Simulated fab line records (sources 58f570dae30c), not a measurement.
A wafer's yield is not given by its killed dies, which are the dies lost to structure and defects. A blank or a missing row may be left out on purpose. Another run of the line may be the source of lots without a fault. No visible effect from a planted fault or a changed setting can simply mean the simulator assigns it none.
Chamber matching    flow berkeleyCmos170    4 sister chambers for UCB170_V1_CMP_02 on cmp-02
The step polishes SiO2. 20 wafers are shown with their chamber, then 10 later ones without.

== WAFERS, EACH WITH ITS CHAMBER ==
wafer   chamber  motorCurrentA (A)  slurryFlowMlMin
L383.3  1        16.3               150.0
L383.5  1        15.7               149.7
L383.6  0        17.0               149.8
L384.1  1        15.8               150.2
L384.2  2        17.5               150.0
L384.5  1        16.0               150.2
L387.2  1        16.7               150.1
L387.3  3        13.6               150.4
L387.4  2        17.7               149.5
L388.4  3        14.1               149.3
L388.5  2        17.1               150.0
L388.6  3        14.1               150.0
L390.1  3        13.3               150.0
L390.2  2        18.8               149.1
L390.6  1        15.4               150.1
L396.2  0        17.4               150.0
L396.3  3        14.3               150.1
L396.4  1        15.3               150.2
L397.1  0        16.9               149.3
L397.5  1        15.6               149.3

SIGNATURES (means of the wafers above)
reading          chamber 0  chamber 1  chamber 2  chamber 3  scatter within a chamber
motorCurrentA    17.100     15.850     17.775     13.880     0.497
slurryFlowMlMin  149.700    149.975    149.650    149.960    0.371
Rule: for a wafer and a chamber, the distance is found by dividing, reading by reading, the gap between the wafer's reading and the chamber's mean by the reading's scatter, squaring, summing and taking the root. The wafer belongs to the nearest chamber; if the next one is less than 2 further off, it can't be placed. How the scatter is found: for the shown wafers, subtract from each reading the mean of its chamber, square and add these, divide the total by (wafers less chambers), then take the root.

== WAFERS WITH NO CHAMBER GIVEN ==
wafer   motorCurrentA (A)  slurryFlowMlMin
L397.6  17.3               149.5
L402.1  13.8               150.4
L402.2  16.9               149.3
L402.5  17.5               149.3
L404.1  18.3               149.7
L404.2  16.6               149.8
L404.3  14.9               149.6
L405.1  13.6               149.8
L405.4  17.0               150.3
L405.5  14.2               149.7

== EACH ONE'S CHAMBER ==
wafer   from the rows above           in truth
L397.6  can't be placed: 0 or 2       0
L402.1  3                             3
L402.2  can't be placed: 0 or 2 or 1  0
L402.5  can't be placed: 2 or 0       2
L404.1  can't be placed: 2 or 0       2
L404.2  can't be placed: 0 or 1 or 2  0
L404.3  can't be placed: 1 or 3       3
L405.1  3                             3
L405.4  can't be placed: 0 or 2 or 1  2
L405.5  3                             3
Placed correctly: 3 of 10. Unplaceable from these rows: 7, with the true chamber sitting among the candidates in 7. Number placed wrongly: 0.
